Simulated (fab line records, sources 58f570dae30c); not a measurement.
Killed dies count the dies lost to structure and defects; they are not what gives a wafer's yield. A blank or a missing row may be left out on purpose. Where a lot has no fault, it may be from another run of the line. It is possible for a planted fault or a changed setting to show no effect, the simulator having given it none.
fab line records / flow berkeley_cmos170
record: lots: 14 wafers: 42 last_day: 11
route steps=331 shown NVT@105
lots untouched by any fault: they come from a run of this same line in which no faults occurred
start_h: the number of hours between the record's first day and the start of the first shown wafer of the lot / wait_h: how many hours have passed since the lot's step before this one / " repeats the value in the row above / L1.1+2: a row that stands for several wafers / - no value present, or no start provided / * or withheld: withheld / < > ~ a bound
route shown NAME@n: NAME is a module with steps in the file, n the number in the route of the first one / usual: mean and standard deviation over wafers with no fault / same: alike in all rows / chamber/n: place in a boat / sites: the reading at each site / _std_site: the values' standard deviation / _edge_site: mean of outer sites minus mean of inner sites / radius_mm: for every site, how far away it sits from the centre of the wafer / mask NAME#n: copy n / behind: tool/chamber where the wafer was last shaped / hold: what put the lot on hold/how long, in hours/how the hold closed / device: transistor that didn't switch, given as n, p or np / end of line: the route-end tests of the same wafers / step lacking rows: just its recipe / killed: the dies lost at the first sort to structure and to defects; this is not the yield of the wafer / map: dies across one wafer; x = killed, . = not, _ = none there
set.NAME: the setting the step ran with; set.NAME@STEP: the setting that earlier step ran with / model.NAME: the simulator's own value behind a step, which no gauge read
the route's steps for a sample of lots (tables are steps, rows are wafers)
services: the hour from which a tool's chamber was out of use, counted from the record's first day as start_h (under 0 if before that day), plus the number of hours and why
== steps ==
step: UCB170_NVT_COAT_01
recipe: resist: KrF spin_rpm: 1500 resist_thk_nm: 900
usual: chill_plate_temp_C: 22.98/0.094
lot.wafer=L987.2 tool=litho_track-01 chamber=0 start_h=93.50 wait_h=0.1 chill_plate_temp_C=22.74
lot.wafer=L987.4 tool=litho_track-01 chamber=0 start_h=93.50 wait_h=0.1 chill_plate_temp_C=22.77
lot.wafer=L987.6 tool=litho_track-01 chamber=0 start_h=93.50 wait_h=0.1 chill_plate_temp_C=22.92
lot.wafer=L988.3 tool=litho_track-02 chamber=0 start_h=99.23 wait_h=0.1 chill_plate_temp_C=23.24
lot.wafer=L988.4 tool=litho_track-02 chamber=0 start_h=99.23 wait_h=0.1 chill_plate_temp_C=23.09
lot.wafer=L988.5 tool=litho_track-02 chamber=0 start_h=99.23 wait_h=0.1 chill_plate_temp_C=23.10
lot.wafer=L991.1 tool=litho_track-01 chamber=0 start_h=118.37 wait_h=0.1 chill_plate_temp_C=23.09
lot.wafer=L991.2 tool=litho_track-01 chamber=0 start_h=118.37 wait_h=0.1 chill_plate_temp_C=22.92
lot.wafer=L991.3 tool=litho_track-01 chamber=0 start_h=118.37 wait_h=0.1 chill_plate_temp_C=22.96
lot.wafer=L989.1 tool=litho_track-04 chamber=0 start_h=118.74 wait_h=0.1 chill_plate_temp_C=23.01
lot.wafer=L989.3 tool=litho_track-04 chamber=0 start_h=118.74 wait_h=0.1 chill_plate_temp_C=22.99
lot.wafer=L989.5 tool=litho_track-04 chamber=0 start_h=118.74 wait_h=0.1 chill_plate_temp_C=22.92
lot.wafer=L990.1 tool=litho_track-01 chamber=0 start_h=118.82 wait_h=0.1 chill_plate_temp_C=23.27
lot.wafer=L990.2 tool=litho_track-01 chamber=0 start_h=118.82 wait_h=0.1 chill_plate_temp_C=23.09
lot.wafer=L990.4 tool=litho_track-01 chamber=0 start_h=118.82 wait_h=0.1 chill_plate_temp_C=22.93
lot.wafer=L994.1 tool=litho_track-01 chamber=0 start_h=127.99 wait_h=0.1 chill_plate_temp_C=22.95
lot.wafer=L994.5 tool=litho_track-01 chamber=0 start_h=127.99 wait_h=0.1 chill_plate_temp_C=22.97
lot.wafer=L994.6 tool=litho_track-01 chamber=0 start_h=127.99 wait_h=0.1 chill_plate_temp_C=22.96
lot.wafer=L992.2 tool=litho_track-04 chamber=0 start_h=128.08 wait_h=0.1 chill_plate_temp_C=22.95
lot.wafer=L992.4 tool=litho_track-04 chamber=0 start_h=128.08 wait_h=0.1 chill_plate_temp_C=22.92
lot.wafer=L992.5 tool=litho_track-04 chamber=0 start_h=128.08 wait_h=0.1 chill_plate_temp_C=23.16
lot.wafer=L993.4 tool=litho_track-02 chamber=0 start_h=128.50 wait_h=0.1 chill_plate_temp_C=23.00
lot.wafer=L993.5 tool=litho_track-02 chamber=0 start_h=128.50 wait_h=0.1 chill_plate_temp_C=23.12
lot.wafer=L993.6 tool=litho_track-02 chamber=0 start_h=128.50 wait_h=0.1 chill_plate_temp_C=22.99
lot.wafer=L995.1 tool=litho_track-04 chamber=0 start_h=132.52 wait_h=0.1 chill_plate_temp_C=22.92
lot.wafer=L995.2 tool=litho_track-04 chamber=0 start_h=132.52 wait_h=0.1 chill_plate_temp_C=22.96
lot.wafer=L995.5 tool=litho_track-04 chamber=0 start_h=132.52 wait_h=0.1 chill_plate_temp_C=22.99
lot.wafer=L996.2 tool=litho_track-04 chamber=0 start_h=149.96 wait_h=0.1 chill_plate_temp_C=23.04
lot.wafer=L996.3 tool=litho_track-04 chamber=0 start_h=149.96 wait_h=0.1 chill_plate_temp_C=22.92
lot.wafer=L996.4 tool=litho_track-04 chamber=0 start_h=149.96 wait_h=0.1 chill_plate_temp_C=22.95
lot.wafer=L997.1 tool=litho_track-01 chamber=0 start_h=150.07 wait_h=0.1 chill_plate_temp_C=22.87
lot.wafer=L997.4 tool=litho_track-01 chamber=0 start_h=150.07 wait_h=0.1 chill_plate_temp_C=22.97
lot.wafer=L997.5 tool=litho_track-01 chamber=0 start_h=150.07 wait_h=0.1 chill_plate_temp_C=23.01
lot.wafer=L998.1 tool=litho_track-02 chamber=0 start_h=150.19 wait_h=0.1 chill_plate_temp_C=22.87
lot.wafer=L998.2 tool=litho_track-02 chamber=0 start_h=150.19 wait_h=0.1 chill_plate_temp_C=23.06
lot.wafer=L998.5 tool=litho_track-02 chamber=0 start_h=150.19 wait_h=0.1 chill_plate_temp_C=22.84
lot.wafer=L105.1 tool=litho_track-01 chamber=0 start_h=197.08 wait_h=0.1 chill_plate_temp_C=23.04
lot.wafer=L105.2 tool=litho_track-01 chamber=0 start_h=197.08 wait_h=0.1 chill_plate_temp_C=22.95
lot.wafer=L105.6 tool=litho_track-01 chamber=0 start_h=197.08 wait_h=0.1 chill_plate_temp_C=22.89
lot.wafer=L107.1 tool=litho_track-01 chamber=0 start_h=207.07 wait_h=0.1 chill_plate_temp_C=22.98
lot.wafer=L107.2 tool=litho_track-01 chamber=0 start_h=207.07 wait_h=0.1 chill_plate_temp_C=23.18
lot.wafer=L107.4 tool=litho_track-01 chamber=0 start_h=207.07 wait_h=0.1 chill_plate_temp_C=22.98
step: UCB170_NVT_STRIP_08
recipe: chemistry: O2 power_w: 400 pressure_mtorr: 3500 platen_temp_c: withheld o2_flow_sccm: 400 overash_fraction: 0.5
usual: drypump_motor_current_A: 5.6/0.44 oes_product_au: 0.735/0.0046 strip_time_to_endpoint_s: 21.64/0.062
lot.wafer=L987.2 tool=plasma_asher-01 chamber=1 start_h=94.69 wait_h=0.2 drypump_motor_current_A=5.2 oes_product_au=0.737 rf_hours_counter_h=39 strip_time_to_endpoint_s=21.60
lot.wafer=L987.4 tool=plasma_asher-01 chamber=0 start_h=94.69 wait_h=0.2 drypump_motor_current_A=5.5 oes_product_au=0.735 rf_hours_counter_h=- strip_time_to_endpoint_s=21.63
lot.wafer=L987.6 tool=plasma_asher-01 chamber=1 start_h=94.69 wait_h=0.2 drypump_motor_current_A=5.2 oes_product_au=0.735 rf_hours_counter_h=- strip_time_to_endpoint_s=21.60
lot.wafer=L988.3 tool=plasma_asher-01 chamber=1 start_h=100.52 wait_h=0.1 drypump_motor_current_A=5.2 oes_product_au=0.733 rf_hours_counter_h=- strip_time_to_endpoint_s=21.61
lot.wafer=L988.4 tool=plasma_asher-01 chamber=0 start_h=100.52 wait_h=0.1 drypump_motor_current_A=5.5 oes_product_au=0.740 rf_hours_counter_h=- strip_time_to_endpoint_s=21.52
lot.wafer=L988.5 tool=plasma_asher-01 chamber=1 start_h=100.52 wait_h=0.1 drypump_motor_current_A=5.2 oes_product_au=0.737 rf_hours_counter_h=- strip_time_to_endpoint_s=21.52
lot.wafer=L991.1 tool=plasma_asher-01 chamber=0 start_h=120.03 wait_h=0.1 drypump_motor_current_A=5.5 oes_product_au=0.735 rf_hours_counter_h=45 strip_time_to_endpoint_s=21.62
lot.wafer=L991.2 tool=plasma_asher-01 chamber=1 start_h=120.03 wait_h=0.1 drypump_motor_current_A=5.2 oes_product_au=0.728 rf_hours_counter_h=45 strip_time_to_endpoint_s=21.62
lot.wafer=L991.3 tool=plasma_asher-01 chamber=0 start_h=120.03 wait_h=0.1 drypump_motor_current_A=5.5 oes_product_au=0.731 rf_hours_counter_h=- strip_time_to_endpoint_s=21.65
lot.wafer=L989.1 tool=plasma_asher-01 chamber=1 start_h=120.31 wait_h=0.1 drypump_motor_current_A=5.2 oes_product_au=0.738 rf_hours_counter_h=45 strip_time_to_endpoint_s=21.61
lot.wafer=L989.3 tool=plasma_asher-01 chamber=1 start_h=120.31 wait_h=0.1 drypump_motor_current_A=5.2 oes_product_au=0.739 rf_hours_counter_h=- strip_time_to_endpoint_s=21.69
lot.wafer=L989.5 tool=plasma_asher-01 chamber=1 start_h=120.31 wait_h=0.1 drypump_motor_current_A=5.2 oes_product_au=0.728 rf_hours_counter_h=- strip_time_to_endpoint_s=21.63
lot.wafer=L990.1 tool=plasma_asher-03 chamber=1 start_h=120.58 wait_h=0.1 drypump_motor_current_A=6.7 oes_product_au=0.732 rf_hours_counter_h=40 strip_time_to_endpoint_s=21.59
lot.wafer=L990.2 tool=plasma_asher-03 chamber=0 start_h=120.58 wait_h=0.1 drypump_motor_current_A=5.1 oes_product_au=0.738 rf_hours_counter_h=40 strip_time_to_endpoint_s=21.50
lot.wafer=L990.4 tool=plasma_asher-03 chamber=1 start_h=120.58 wait_h=0.1 drypump_motor_current_A=6.7 oes_product_au=0.731 rf_hours_counter_h=- strip_time_to_endpoint_s=21.50
lot.wafer=L994.1 tool=plasma_asher-01 chamber=0 start_h=128.99 wait_h=0.1 drypump_motor_current_A=5.5 oes_product_au=0.741 rf_hours_counter_h=46 strip_time_to_endpoint_s=21.66
lot.wafer=L994.5 tool=plasma_asher-01 chamber=0 start_h=128.99 wait_h=0.1 drypump_motor_current_A=5.5 oes_product_au=0.734 rf_hours_counter_h=- strip_time_to_endpoint_s=21.64
lot.wafer=L994.6 tool=plasma_asher-01 chamber=1 start_h=128.99 wait_h=0.1 drypump_motor_current_A=5.2 oes_product_au=0.731 rf_hours_counter_h=- strip_time_to_endpoint_s=21.62
lot.wafer=L992.2 tool=plasma_asher-03 chamber=1 start_h=129.19 wait_h=0.1 drypump_motor_current_A=6.7 oes_product_au=0.734 rf_hours_counter_h=41 strip_time_to_endpoint_s=21.62
lot.wafer=L992.4 tool=plasma_asher-03 chamber=1 start_h=129.19 wait_h=0.1 drypump_motor_current_A=6.7 oes_product_au=0.733 rf_hours_counter_h=- strip_time_to_endpoint_s=21.75
lot.wafer=L992.5 tool=plasma_asher-03 chamber=1 start_h=129.19 wait_h=0.1 drypump_motor_current_A=6.7 oes_product_au=0.728 rf_hours_counter_h=- strip_time_to_endpoint_s=21.65
lot.wafer=L993.4 tool=plasma_asher-01 chamber=1 start_h=129.46 wait_h=0.1 drypump_motor_current_A=5.2 oes_product_au=0.734 rf_hours_counter_h=- strip_time_to_endpoint_s=21.64
lot.wafer=L993.5 tool=plasma_asher-01 chamber=0 start_h=129.46 wait_h=0.1 drypump_motor_current_A=5.5 oes_product_au=0.737 rf_hours_counter_h=- strip_time_to_endpoint_s=21.68
lot.wafer=L993.6 tool=plasma_asher-01 chamber=1 start_h=129.46 wait_h=0.1 drypump_motor_current_A=5.2 oes_product_au=0.729 rf_hours_counter_h=- strip_time_to_endpoint_s=21.66
lot.wafer=L995.1 tool=plasma_asher-02 chamber=1 start_h=133.82 wait_h=0.1 drypump_motor_current_A=5.5 oes_product_au=0.737 rf_hours_counter_h=33 strip_time_to_endpoint_s=21.72
lot.wafer=L995.2 tool=plasma_asher-02 chamber=0 start_h=133.82 wait_h=0.1 drypump_motor_current_A=6.0 oes_product_au=0.734 rf_hours_counter_h=33 strip_time_to_endpoint_s=21.69
lot.wafer=L995.5 tool=plasma_asher-02 chamber=1 start_h=133.82 wait_h=0.1 drypump_motor_current_A=5.6 oes_product_au=0.727 rf_hours_counter_h=- strip_time_to_endpoint_s=21.69
lot.wafer=L996.2 tool=plasma_asher-02 chamber=1 start_h=150.96 wait_h=0.1 drypump_motor_current_A=5.5 oes_product_au=0.734 rf_hours_counter_h=35 strip_time_to_endpoint_s=21.76
lot.wafer=L996.3 tool=plasma_asher-02 chamber=1 start_h=150.96 wait_h=0.1 drypump_motor_current_A=5.5 oes_product_au=0.738 rf_hours_counter_h=- strip_time_to_endpoint_s=21.67
lot.wafer=L996.4 tool=plasma_asher-02 chamber=0 start_h=150.96 wait_h=0.1 drypump_motor_current_A=6.0 oes_product_au=0.734 rf_hours_counter_h=- strip_time_to_endpoint_s=21.70
lot.wafer=L997.1 tool=plasma_asher-01 chamber=1 start_h=151.55 wait_h=0.1 drypump_motor_current_A=5.2 oes_product_au=0.738 rf_hours_counter_h=49 strip_time_to_endpoint_s=21.69
lot.wafer=L997.4 tool=plasma_asher-01 chamber=1 start_h=151.55 wait_h=0.1 drypump_motor_current_A=5.2 oes_product_au=0.737 rf_hours_counter_h=- strip_time_to_endpoint_s=21.68
lot.wafer=L997.5 tool=plasma_asher-01 chamber=1 start_h=151.55 wait_h=0.1 drypump_motor_current_A=5.2 oes_product_au=0.741 rf_hours_counter_h=- strip_time_to_endpoint_s=21.62
lot.wafer=L998.1 tool=plasma_asher-02 chamber=0 start_h=151.59 wait_h=0.1 drypump_motor_current_A=6.0 oes_product_au=0.736 rf_hours_counter_h=35 strip_time_to_endpoint_s=21.61
lot.wafer=L998.2 tool=plasma_asher-02 chamber=1 start_h=151.59 wait_h=0.1 drypump_motor_current_A=5.5 oes_product_au=0.733 rf_hours_counter_h=35 strip_time_to_endpoint_s=21.59
lot.wafer=L998.5 tool=plasma_asher-02 chamber=0 start_h=151.59 wait_h=0.1 drypump_motor_current_A=6.0 oes_product_au=0.734 rf_hours_counter_h=- strip_time_to_endpoint_s=21.53
lot.wafer=L105.1 tool=plasma_asher-01 chamber=0 start_h=197.95 wait_h=0.1 drypump_motor_current_A=5.5 oes_product_au=0.736 rf_hours_counter_h=54 strip_time_to_endpoint_s=18.55
lot.wafer=L105.2 tool=plasma_asher-01 chamber=1 start_h=197.95 wait_h=0.1 drypump_motor_current_A=5.2 oes_product_au=0.735 rf_hours_counter_h=54 strip_time_to_endpoint_s=18.62
lot.wafer=L105.6 tool=plasma_asher-01 chamber=1 start_h=197.95 wait_h=0.1 drypump_motor_current_A=5.2 oes_product_au=0.740 rf_hours_counter_h=- strip_time_to_endpoint_s=18.69
lot.wafer=L107.1 tool=plasma_asher-01 chamber=0 start_h=208.11 wait_h=0.1 drypump_motor_current_A=5.5 oes_product_au=0.734 rf_hours_counter_h=55 strip_time_to_endpoint_s=18.62
lot.wafer=L107.2 tool=plasma_asher-01 chamber=1 start_h=208.11 wait_h=0.1 drypump_motor_current_A=5.2 oes_product_au=0.732 rf_hours_counter_h=55 strip_time_to_endpoint_s=18.62
lot.wafer=L107.4 tool=plasma_asher-01 chamber=1 start_h=208.11 wait_h=0.1 drypump_motor_current_A=5.2 oes_product_au=0.735 rf_hours_counter_h=- strip_time_to_endpoint_s=18.66
== services ==
tool=plasma_asher-03 chamber=- start_h=85.44 hours=1.3 kind=repair
tool=plasma_asher-03 chamber=- start_h=89.24 hours=13.3 kind=repair
tool=plasma_asher-02 chamber=- start_h=94.22 hours=8.2 kind=repair
tool=plasma_asher-02 chamber=- start_h=128.38 hours=2.2 kind=repair
tool=plasma_asher-02 chamber=- start_h=134.88 hours=3.7 kind=repair
== key ==
first_sign: step: UCB170_NVT_STRIP_08 reading: strip_time_to_endpoint_s direction: down sigmas: 49 usual: * struck: *
effect none on later readings
met_at UCB170_NVT_COAT_01
struck_lots L105,L107
tester_left_out L105,L107
onset_between 150.07 197.08
also_fits time
fault: kind: process_parameter_drift tool: litho_track-01 chamber: - onset_h: 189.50 steps: UCB170_NVT_COAT_01 channel: resist_thk_nm offset: * shape: step end_h: 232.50 acts_in: * stated: *
tester_left_out: of these lots the tester's yield and bins aren't shown, on N5 and GAA mostly nor the transistor test; their killed dies are dies lost to structure and defects alone, not to doping, threshold or leakage, so they don't give the yield
